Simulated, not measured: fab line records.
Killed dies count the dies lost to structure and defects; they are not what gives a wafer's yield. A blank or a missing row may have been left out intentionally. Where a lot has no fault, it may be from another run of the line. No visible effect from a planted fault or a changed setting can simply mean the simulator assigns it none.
Which tool did it? | flow rit-cmos | 42 wafers from 14 lots sampled at 5 of the route's 202 steps

WHAT THE GAUGES READ, wafer by wafer
RIT_PWELL_TW_MEAS_10.
lot  | measured    | on            | PWELL_TW
L264 | day 2 09:12 | film-metro-03 | 948 948 952
L265 | day 2 14:12 | film-metro-01 | 949 947 946
L266 | day 2 18:24 | film-metro-04 | 971 964 965
L267 | day 2 21:46 | film-metro-04 | 976 971 971
L268 | day 3 03:37 | film-metro-04 | 974 967 966
L271 | day 3 16:29 | film-metro-03 | 951 948 951
L272 | day 4 00:47 | film-metro-04 | 973 961 970
L273 | day 4 04:16 | film-metro-03 | 945 951 954
L274 | day 4 09:18 | film-metro-01 | 951 957 951
L275 | day 4 17:43 | film-metro-04 | 969 970 970
L279 | day 5 07:54 | film-metro-01 | 952 953 949
L280 | day 5 18:01 | film-metro-03 | 947 952 950
L285 | day 6 15:35 | film-metro-01 | 954 954 956
L286 | day 6 20:23 | film-metro-03 | 953 959 951

RIT_CONTACT_CD_MEAS_08: the cd target is 1000 nm.
lot  | measured    | on        | cd-nm (nm)
L264 | day 3 17:31 | cd-sem-01 | 997.7 1000.3 998.4
L265 | day 3 21:00 | cd-sem-02 | 1001.4 1003.2 1003.0
L266 | day 4 04:20 | cd-sem-01 | 999.5 998.3 998.6
L267 | day 4 08:14 | cd-sem-02 | 999.3 999.5 1000.2
L268 | day 4 12:17 | cd-sem-01 | 1000.8 998.0 999.5
L271 | day 5 00:55 | cd-sem-02 | 1001.4 1002.9 1005.5
L272 | day 5 14:02 | cd-sem-01 | 999.0 1001.7 1001.2
L273 | day 5 14:08 | cd-sem-02 | 999.6 998.8 1000.1
L274 | day 5 18:03 | cd-sem-02 | 997.8 997.1 996.1
L275 | day 6 01:26 | cd-sem-01 | 997.8 999.4 999.2
L279 | day 6 14:08 | cd-sem-01 | 957.8 959.3 958.8
L280 | day 7 00:26 | cd-sem-01 | 968.6 964.9 968.3
L285 | day 7 23:07 | cd-sem-01 | 999.7 1000.8 998.3
L286 | day 8 04:58 | cd-sem-02 | 998.9 1001.0 1000.3

TOOL THAT RAN EACH LOT (tool first, then ch and the chambers of the sampled wafers, then the start)
lot  | RIT_ACTIVE_STRIP_14                 | RIT_SILICIDE_RTA_06             | RIT_CONTACT_DEVELOP_07
L264 | plasma-asher-03 ch 0,1, day 1 19:50 | rtp-anneal-02 ch 0, day 3 16:13 | litho-track-02 ch 0, day 3 17:00
L265 | plasma-asher-03 ch 0,1, day 2 05:15 | rtp-anneal-02 ch 0, day 3 19:51 | litho-track-02 ch 0, day 3 20:00
L266 | plasma-asher-04 ch 0,1, day 2 07:25 | rtp-anneal-02 ch 0, day 4 02:58 | litho-track-01 ch 0, day 4 04:00
L267 | plasma-asher-03 ch 0,1, day 2 11:32 | rtp-anneal-01 ch 0, day 4 07:04 | litho-track-03 ch 0, day 4 07:00
L268 | plasma-asher-01 ch 0,1, day 2 17:02 | rtp-anneal-02 ch 0, day 4 11:00 | litho-track-03 ch 0, day 4 12:00
L271 | plasma-asher-04 ch 0,1, day 3 07:08 | rtp-anneal-01 ch 0, day 4 23:46 | litho-track-02 ch 0, day 5 00:00
L272 | plasma-asher-01 ch 0,1, day 3 14:22 | rtp-anneal-01 ch 0, day 5 12:34 | litho-track-03 ch 0, day 5 13:00
L273 | plasma-asher-01 ch 0,1, day 3 16:54 | rtp-anneal-01 ch 0, day 5 12:50 | litho-track-02 ch 0, day 5 13:00
L274 | plasma-asher-01 ch 0,1, day 4 01:08 | rtp-anneal-02 ch 0, day 5 16:33 | litho-track-03 ch 0, day 5 17:00
L275 | plasma-asher-03 ch 0,1, day 4 05:43 | rtp-anneal-02 ch 0, day 6 00:10 | litho-track-02 ch 0, day 6 01:00
L279 | plasma-asher-04 ch 0,1, day 4 23:03 | rtp-anneal-01 ch 0, day 6 12:52 | litho-track-02 ch 0, day 6 13:00
L280 | plasma-asher-03 ch 0,1, day 5 06:33 | rtp-anneal-02 ch 0, day 6 23:16 | litho-track-02 ch 0, day 7 00:00
L285 | plasma-asher-03 ch 0,1, day 6 07:03 | rtp-anneal-01 ch 0, day 7 21:55 | litho-track-01 ch 0, day 7 22:00
L286 | plasma-asher-01 ch 0,1, day 6 10:08 | rtp-anneal-02 ch 0, day 8 03:49 | litho-track-03 ch 0, day 8 04:00
- RIT_ACTIVE_STRIP_14: strips in O2, time 180 s.
- RIT_SILICIDE_RTA_06: time 10.37 s, ramp up 5 s, ramp down 10 s.
- RIT_CONTACT_DEVELOP_07: develop time 120 s.

WHAT THE TOOLS THEMSELVES READ (means of the sampled wafers that have a number; where no wafer has one, the mark that the record gives instead)
RIT_ACTIVE_STRIP_14.
lot  | tool            | drypump-motor-current-A (A)
L264 | plasma-asher-03 | 6.00
L265 | plasma-asher-03 | 5.99
L266 | plasma-asher-04 | 5.51
L267 | plasma-asher-03 | 5.98
L268 | plasma-asher-01 | 6.12
L271 | plasma-asher-04 | 5.52
L272 | plasma-asher-01 | 5.89
L273 | plasma-asher-01 | 6.12
L274 | plasma-asher-01 | 5.91
L275 | plasma-asher-03 | 5.99
L279 | plasma-asher-04 | 5.64
L280 | plasma-asher-03 | 6.06
L285 | plasma-asher-03 | 6.07
L286 | plasma-asher-01 | 5.87

RIT_SILICIDE_RTA_06.
lot  | tool          | wafer_temp_C_max
L264 | rtp-anneal-02 | 752.4
L265 | rtp-anneal-02 | 753.3
L266 | rtp-anneal-02 | 752.9
L267 | rtp-anneal-01 | 754.2
L268 | rtp-anneal-02 | 752.4
L271 | rtp-anneal-01 | 752.9
L272 | rtp-anneal-01 | 753.5
L273 | rtp-anneal-01 | 753.9
L274 | rtp-anneal-02 | 753.0
L275 | rtp-anneal-02 | 752.6
L279 | rtp-anneal-01 | 753.8
L280 | rtp-anneal-02 | 752.9
L285 | rtp-anneal-01 | 753.5
L286 | rtp-anneal-02 | 753.3

THE ANSWER, worked out from the rows above alone
Rule: the lots themselves supply what counts as usual. The widest of any qualifying gaps counts: lots, ordered by their means at a reading, are off when they make up no more than a third of the lots, leave a main group of 4 or more, and stand apart from it by 3 or more times the standard deviation of that group's means. A main group whose means are all the same, to the digits that the tables above print for the reading, isn't used. Also off: a lot with no number at a reading for which 4 or more lots have one. All remaining lots with rows at the step are treated as sound. The gauges are gone through in route order, then the tools' own readings, and for those a lot's mean is taken as printed above. At the first step where some lot is off, the reading lying furthest off is the one used; lots without a number count as furthest.
Off at RIT_CONTACT_CD_MEAS_08 (cd-nm): L279, L280. For the main group the mean is 999.8 nm and the standard deviation 1.6.
If a tool, at a process step before that reading, ran all the lots that are off and no sound lot after the first of them, it fits. The gauges at RIT_CONTACT_CD_MEAS_08 are tried like those tools. One fits: litho-track-02 at RIT_CONTACT_DEVELOP_07. A fault onset in the window from L275 (day 6 01:00, its last sound lot) to L279 (day 6 13:00, its first lot off) fits.

WHAT THE SIMULATOR PUT IN
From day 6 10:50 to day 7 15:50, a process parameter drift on litho-track-02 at RIT_CONTACT_DEVELOP_07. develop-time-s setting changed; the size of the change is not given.
Shown lots that were struck: L279, L280. Same finding as the rule above.
